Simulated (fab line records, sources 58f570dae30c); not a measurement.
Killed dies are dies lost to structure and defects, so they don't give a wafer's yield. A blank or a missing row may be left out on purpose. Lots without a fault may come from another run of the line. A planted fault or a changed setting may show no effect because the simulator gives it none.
Which tool did it? | flow berkeley_cmos170 | 12 lots, 36 wafers sampled, at 5 steps of a route of 331

WHAT THE GAUGES READ, wafer by wafer
UCB170_NWELL_THK_MEAS_02. Usual: NWELL_OXIDE_THK 26.3 nm, standard deviation 0.46.
lot  | measured    | on            | NWELL_OXIDE_THK (nm) | flag
L978 | day 2 04:45 | film_metro-01 | 26.0 26.1 25.8       |
L980 | day 2 13:11 | film_metro-03 | 26.3 26.0 26.0       |
L979 | day 2 13:11 | film_metro-01 | 26.1 26.3 26.2       |
L981 | day 2 22:53 | film_metro-04 | 26.8 26.7 26.5       |
L982 | day 2 22:53 | film_metro-03 | 27.1 26.8 27.0       |
L983 | day 3 09:41 | film_metro-04 | 27.0 26.7 26.5       |
L986 | day 3 17:43 | film_metro-03 | 26.3 26.3 26.3       |
L987 | day 4 03:04 | film_metro-04 | 25.5 26.1 25.8       |
L989 | day 4 14:51 | film_metro-01 | 27.3 26.8 27.5       |
L991 | day 5 00:59 | film_metro-04 | 26.0 25.7 25.9       |
L996 | day 6 06:46 | film_metro-04 | 26.8 26.8 26.7       |
L997 | day 6 06:47 | film_metro-03 | 25.7 25.3 25.7       |

UCB170_PWELL_OVL_MEAS_13. Usual: PWELL_OVL 1 nm, standard deviation 4.7.
lot  | measured    | on         | PWELL_OVL (nm) | flag
L978 | day 3 09:12 | overlay-02 | 1 0 0          |
L980 | day 3 18:46 | overlay-02 | 3 7 0          |
L979 | day 3 19:03 | overlay-02 | 3 2 6          |
L981 | day 4 03:56 | overlay-02 | 3 3 3          |
L982 | day 4 03:47 | overlay-02 | 0 -3 -4        |
L983 | day 4 21:33 | overlay-01 | 1 -3 -3        |
L986 | day 4 22:07 | overlay-01 | 6 4 7          |
L987 | day 5 06:08 | overlay-01 | 2 2 1          |
L989 | day 5 20:20 | overlay-01 | 6 8 5          |
L991 | day 6 08:14 | overlay-02 | 0 7 7          |
L996 | day 7 10:58 | overlay-01 | 8 14 8         |
L997 | day 7 11:15 | overlay-01 | 2 2 5          |

UCB170_PWELL_TW_MEAS_17. Usual: PWELL_TW 379, standard deviation 3.4.
lot  | measured    | on            | PWELL_TW    | flag
L978 | day 3 09:35 | film_metro-04 | 386 388 386 |
L980 | day 3 19:10 | film_metro-04 | 387 388 386 |
L979 | day 3 19:26 | film_metro-01 | 375 377 375 |
L981 | day 4 04:19 | film_metro-01 | 376 376 377 |
L982 | day 4 04:11 | film_metro-04 | 383 384 381 |
L983 | day 4 21:56 | film_metro-02 | 376 378 378 |
L986 | day 4 22:30 | film_metro-04 | 381 381 382 |
L987 | day 5 06:31 | film_metro-04 | 381 382 382 |
L989 | day 5 20:44 | film_metro-04 | 382 383 382 |
L991 | day 6 08:38 | film_metro-01 | 379 379 378 |
L996 | day 7 11:21 | film_metro-02 | 378 377 376 |
L997 | day 7 11:38 | film_metro-01 | 378 375 378 |

UCB170_ACTIVE_THK_MEAS_06. Usual: ACTIVE_NITRIDE_THK 221.2 nm, standard deviation 2.1.
lot  | measured    | on            | ACTIVE_NITRIDE_THK (nm) | flag
L978 | day 4 14:04 | film_metro-03 | 221.6 221.6 223.3       |
L980 | day 5 09:16 | film_metro-01 | 224.6 224.7 225.1       |
L979 | day 5 09:17 | film_metro-03 | 221.5 219.6 219.1       |
L981 | day 5 22:03 | film_metro-03 | 219.5 221.2 221.1       |
L982 | day 5 22:04 | film_metro-02 | 220.2 218.1 218.8       |
L983 | day 6 08:08 | film_metro-01 | 222.0 221.2 221.4       |
L986 | day 6 08:04 | film_metro-02 | 219.6 220.3 219.0       |
L987 | day 6 18:05 | film_metro-02 | 216.2 217.3 217.8       |
L989 | day 7 06:37 | film_metro-02 | 214.5 215.8 215.8       |
L991 | day 7 15:39 | film_metro-01 | 215.9 215.4 215.5       |
L996 | day 8 22:31 | film_metro-03 | 221.6 222.5 223.1       |
L997 | day 8 22:32 | film_metro-01 | 220.5 218.5 220.8       |

WHICH TOOL RAN EACH LOT (tool, then ch and the chambers of the sampled wafers, then the start)
lot  | UCB170_ACTIVE_CVD_05
L978 | lpcvd-02 ch 1, day 4 12:08
L980 | lpcvd-02 ch 1, day 5 07:21
L979 | lpcvd-02 ch 1, day 5 07:21
L981 | lpcvd-01 ch 0, day 5 20:08
L982 | lpcvd-01 ch 0, day 5 20:08
L983 | lpcvd-01 ch 1, day 6 06:09
L986 | lpcvd-01 ch 0, day 6 06:09
L987 | lpcvd-02 ch 1, day 6 15:13
L989 | lpcvd-02 ch 1, day 7 04:40
L991 | lpcvd-02 ch 1, day 7 13:43
L996 | lpcvd-01 ch 1, day 8 20:35
L997 | lpcvd-01 ch 1, day 8 20:35
- UCB170_ACTIVE_CVD_05: deposits Si3N4 from SiH2Cl2/NH3, target thk 220 nm, time 3300 s.

WHAT THE TOOLS THEMSELVES READ (means of the sampled wafers that have a number; where no wafer has one, the mark that the record gives instead)
UCB170_ACTIVE_CVD_05. Usual: nh3_flow_sccm 75.04 sccm, standard deviation 0.2; susceptor_temp_C 799.9 C, standard deviation 0.37.
lot  | tool     | nh3_flow_sccm (sccm) | susceptor_temp_C (C) | flag
L978 | lpcvd-02 | 74.78                | 799.6                |
L980 | lpcvd-02 | 75.13                | 800.3                |
L979 | lpcvd-02 | 75.22                | 799.8                |
L981 | lpcvd-01 | 75.11                | 799.8                |
L982 | lpcvd-01 | 74.84                | 799.6                |
L983 | lpcvd-01 | 75.06                | 799.8                |
L986 | lpcvd-01 | 75.21                | 800.3                |
L987 | lpcvd-02 | 74.95                | 799.5                |
L989 | lpcvd-02 | 75.05                | 799.8                |
L991 | lpcvd-02 | 75.02                | 800.0                |
L996 | lpcvd-01 | 74.88                | 800.0                |
L997 | lpcvd-01 | 75.10                | 800.4                |

THE ANSWER, worked out from the rows above alone
Rule: a lot is off if the mean of its wafers that have a number lies more than 3 standard deviations from the usual mean. A lot without any number at a reading at which 4 lots or more have one is off too. The other lots that the step has rows for count as sound. The gauges are gone through in route order, then the tools' own readings, and for those a lot's mean is taken as printed above. The first step at which some lot is off is used, and at that step the reading that is off furthest; a lot without a number counts as furthest.
No lot is off at any reading shown: from this, nothing can be told.

WHAT THE SIMULATOR HAD PUT IN
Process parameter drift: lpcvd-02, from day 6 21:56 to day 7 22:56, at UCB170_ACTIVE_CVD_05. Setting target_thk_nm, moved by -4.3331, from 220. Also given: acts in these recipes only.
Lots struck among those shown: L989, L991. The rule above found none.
